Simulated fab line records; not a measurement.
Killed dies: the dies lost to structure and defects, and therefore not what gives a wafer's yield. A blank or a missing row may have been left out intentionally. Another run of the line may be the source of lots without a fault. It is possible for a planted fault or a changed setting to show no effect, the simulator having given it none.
Which of the tools did it? | flow berkeley cmos170 | 14 lots with 41 wafers sampled at 4 steps, on a route of 331 steps

## WHAT THE GAUGES READ, wafer by wafer
UCB170_M2_OVL_MEAS_16. Usual: M2_OVL gives -4 nm (standard deviation 6.6).
lot  | measured     | on         | M2_OVL (nm) | flag
L836 | day 8 22:08  | overlay-01 | 7 11 5      |
L837 | day 9 05:38  | overlay-01 | 4 2 1       |
L838 | day 9 05:59  | overlay-01 | -11 -13 -13 |
L840 | day 9 16:58  | overlay-01 | -5 -3 -8    |
L842 | day 9 16:23  | overlay-02 | 4 -2 3      |
L843 | day 10 21:46 | overlay-02 | -4 6 3      |
L845 | day 11 10:23 | overlay-02 | -7 -7 -5    |
L846 | day 11 07:41 | overlay-02 | -10 -10 -10 |
L847 | day 11 10:19 | overlay-01 | -11 -14 -15 |
L848 | day 11 09:38 | overlay-02 | -9 -2 -9    |
L849 | day 11 06:04 | overlay-02 | 13 8 8      |
L850 | day 11 10:59 | overlay-02 | -14 -8 -14  |
L854 | day 12 13:23 | overlay-01 | -6 -10 -9   |
L855 | day 12 15:41 | overlay-02 | -9 -4       |

UCB170_M3_BOW_MEAS_20. Usual: M3_BOW gives 35 um (standard deviation 7.2).
lot  | measured     | on            | M3_BOW (um) | flag
L836 | day 9 04:41  | film metro-04 | 27 40 23    |
L837 | day 9 11:05  | film metro-02 | 35 47 30    |
L838 | day 9 11:31  | film metro-01 | 35 45 44    |
L840 | day 9 23:26  | film metro-01 | 30 38 27    |
L842 | day 9 22:06  | film metro-04 | 32 39 38    |
L843 | day 11 05:53 | film metro-02 | 30 32 23    |
L845 | day 11 18:19 | film metro-01 | 34 41 27    |
L846 | day 11 15:37 | film metro-04 | 51 47 24    |
L847 | day 11 17:55 | film metro-04 | 41 32 38    |
L848 | day 11 15:55 | film metro-02 | 40 25 35    |
L849 | day 11 12:44 | film metro-01 | 31 34 37    |
L850 | day 11 18:55 | film metro-02 | 32 38 42    |
L854 | day 12 20:14 | film metro-01 | 37 32 32    |
L855 | day 12 23:02 | film metro-02 | 29 30       |

## WHICH TOOL RAN EACH LOT (tool, then ch and the chambers of the sampled wafers, then the start)
lot  | UCB170_NWELL_OXIDATION_01    | UCB170_M3_ETCH_17
L836 | furnace-02 ch 0, day 2 05:38 | rie diel-04 ch 1,2,3, day 9 04:00
L837 | furnace-04 ch 0, day 2 13:35 | rie diel-04 ch 0,2,3, day 9 10:37
L838 | furnace-04 ch 0, day 2 13:35 | rie diel-01 ch 0,2,3, day 9 11:02
L840 | furnace-02 ch 0, day 2 21:07 | rie diel-03 ch 0,1, day 9 22:54
L842 | furnace-02 ch 0, day 3 04:22 | rie diel-03 ch 0,1,3, day 9 21:39
L843 | furnace-04 ch 0, day 3 21:13 | rie diel-01 ch 1,2, day 11 05:24
L845 | furnace-02 ch 0, day 4 08:14 | rie diel-04 ch 1,2, day 11 17:50
L846 | furnace-02 ch 0, day 4 08:14 | rie diel-03 ch 1,3, day 11 15:10
L847 | furnace-02 ch 0, day 4 16:35 | rie diel-01 ch 0,1,2, day 11 17:14
L848 | furnace-02 ch 0, day 4 16:35 | rie diel-04 ch 0,3, day 11 15:24
L849 | furnace-02 ch 0, day 4 20:31 | rie diel-04 ch 1,2,3, day 11 12:17
L850 | furnace-02 ch 0, day 4 20:31 | rie diel-03 ch 1,2, day 11 18:27
L854 | furnace-02 ch 0, day 5 16:18 | rie diel-03 ch 0,2,3, day 12 19:46
L855 | furnace-02 ch 0, day 5 16:18 | rie diel-03 ch 1,2, day 12 22:35
- UCB170_NWELL_OXIDATION_01: target thk 26.4 nm, ox time 1260 s.
- UCB170_M3_ETCH_17: etches BARC in N2/H2.

## WHAT THE TOOLS THEMSELVES READ (means of the sampled wafers that have a number; where no wafer has one, the mark that the record gives instead)
UCB170_NWELL_OXIDATION_01. Usual: 1026.6 C for spike tc source C, sd 2.8.
lot  | tool       | spike tc source C (C) | flag
L836 | furnace-02 | 1023.6                |
L837 | furnace-04 | 1030.6                |
L838 | furnace-04 | 1030.6                |
L840 | furnace-02 | 1024.5                |
L842 | furnace-02 | 1024.5                |
L843 | furnace-04 | 1031.0                |
L845 | furnace-02 | 1025.2                |
L846 | furnace-02 | 1023.0                |
L847 | furnace-02 | 1023.7                |
L848 | furnace-02 | 1024.8                |
L849 | furnace-02 | 1022.9                |
L850 | furnace-02 | 1024.0                |
L854 | furnace-02 | 1024.5                |
L855 | furnace-02 | 1025.3                |

UCB170_M3_ETCH_17. Usual: drypump motor current A 5.5 A, standard deviation 0.41; oes product au 0.998 a.u., standard deviation 0.018; throttle valve pct 13.34 %, standard deviation 0.088.
lot  | tool        | drypump motor current A (A) | oes product au (a.u.) | throttle valve pct (%) | flag
L836 | rie diel-04 | 5.7                         | 0.992                 | 13.27                  |
L837 | rie diel-04 | 5.5                         | 0.987                 | 13.27                  |
L838 | rie diel-01 | 5.6                         | 0.993                 | 13.47                  |
L840 | rie diel-03 | 5.5                         | 1.002                 | 13.36                  |
L842 | rie diel-03 | 5.5                         | 1.012                 | 13.38                  |
L843 | rie diel-01 | 5.4                         | 0.978                 | 13.39                  |
L845 | rie diel-04 | 5.9                         | 0.992                 | 13.24                  |
L846 | rie diel-03 | 5.4                         | 1.006                 | 13.41                  |
L847 | rie diel-01 | 5.7                         | 0.988                 | 13.43                  |
L848 | rie diel-04 | 5.1                         | 1.003                 | 13.29                  |
L849 | rie diel-04 | 5.7                         | 1.009                 | 13.28                  |
L850 | rie diel-03 | 5.7                         | 1.013                 | 13.40                  |
L854 | rie diel-03 | 5.3                         | 1.000                 | 13.31                  |
L855 | rie diel-03 | 5.6                         | 1.002                 | 13.37                  |

## THE ANSWER, worked out from the rows above alone
Rule: take the mean of a lot's wafers that have a number; if it is more than 3 standard deviations from the usual mean, the lot is off. A lot without any number at a reading at which 4 lots or more have one is off too. The other lots that the step has rows for count as sound. First the gauges in route order, then the tools' own readings, where a lot's mean is used as printed above. The first step at which some lot is off is used, and at that step the reading that is off furthest; a lot without a number counts as furthest.
No lot is off on any of the readings shown, so nothing can be concluded from this.

## WHAT THE SIMULATOR PUT IN
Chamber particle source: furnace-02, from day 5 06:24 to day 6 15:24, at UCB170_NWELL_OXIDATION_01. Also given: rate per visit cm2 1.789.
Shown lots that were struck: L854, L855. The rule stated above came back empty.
